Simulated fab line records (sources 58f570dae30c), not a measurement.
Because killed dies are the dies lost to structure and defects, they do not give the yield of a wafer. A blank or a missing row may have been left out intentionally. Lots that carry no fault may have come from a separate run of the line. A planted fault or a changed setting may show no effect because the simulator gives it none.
One fault seen from 2 desks    flow berkeley-cmos170    each desk holds nothing but its own numbers, with what lay behind them at the end

## DESK OF THE TOOL OWNER: plasma-asher-04
The tool's own readings at UCB170_V2_STRIP_15 (strips in O2): means of the sampled wafers that have a number, for each lot that ran on this tool. A lot is out of limits, marked OUT, if its mean lies more than 4 standard deviations from the usual mean; the brackets give that distance.
Columns: A = drypump-motor-current-A at UCB170_V2_STRIP_15, usual 5.5 A; B = oes-product-au at UCB170_V2_STRIP_15, usual 0.722 a.u.; C = strip-time-to-endpoint-s at UCB170_V2_STRIP_15, usual 15.27 s
lot   first seen here  A    B      C
L544  day 9 20:26      5.1  0.718  15.35
L553  day 11 19:46     5.2  0.724  15.28
L556  day 12 03:04     5.1  0.724  15.42
L557  day 12 06:11     5.6  0.719  15.22
This desk found nothing out of limits on any of the 4 lots.

## THE METROLOGY DESK
What the gauges read, lot by lot, whatever tool the lot ran on: means of the sampled wafers that have a number. A lot is out of limits, marked OUT, if its mean lies more than 4 standard deviations from the usual mean; the brackets give that distance. 7 of its 11 readings are shown, namely those furthest out on some lot.
Columns: A = V2_POLISHED_THK at UCB170_V2_THK_MEAS_04, usual 1000.3 nm; B = cd-nm at UCB170_V2_CD_MEAS_12, usual 700.2 nm; C = cd-nm at UCB170_V2_CD_MEAS_90, usual 700.1 nm; D = M3_AL_RS at UCB170_M3_RS_MEAS_02, usual 0.0321 ohm/sq; E = M3_AL_THK at UCB170_M3_THK_MEAS_03, usual 896 nm; F = cd-nm at UCB170_M3_CD_MEAS_15, usual 700.0 nm; G = M3_OVL at UCB170_M3_OVL_MEAS_16, usual 0 nm
lot   first seen here  A       B      C      D       E    F      G
L544  day 9 18:18      999.8   698.5  698.3  0.0322  893  702.6  -3
L548  day 10 06:52     998.7   699.8  699.2  0.0327  880  703.0  1
L553  day 11 17:58     1001.2  698.9  699.6  0.0321  892  698.9  -7
L554  day 11 18:16     1000.5  699.3  699.7  0.0325  887  698.7  5
L556  day 12 00:53     1000.4  702.1  702.1  0.0323  898  700.0  -4
L557  day 12 03:25     999.7   699.7  699.8  0.0316  915  702.2  -3
This desk found nothing out of limits on any of the 6 lots.

## PUT TOGETHER
The desk of the tool owner found nothing out of limits.
Metrology desk: nothing out of limits seen.

## WHAT HAD BEEN PUT IN BY THE SIMULATOR
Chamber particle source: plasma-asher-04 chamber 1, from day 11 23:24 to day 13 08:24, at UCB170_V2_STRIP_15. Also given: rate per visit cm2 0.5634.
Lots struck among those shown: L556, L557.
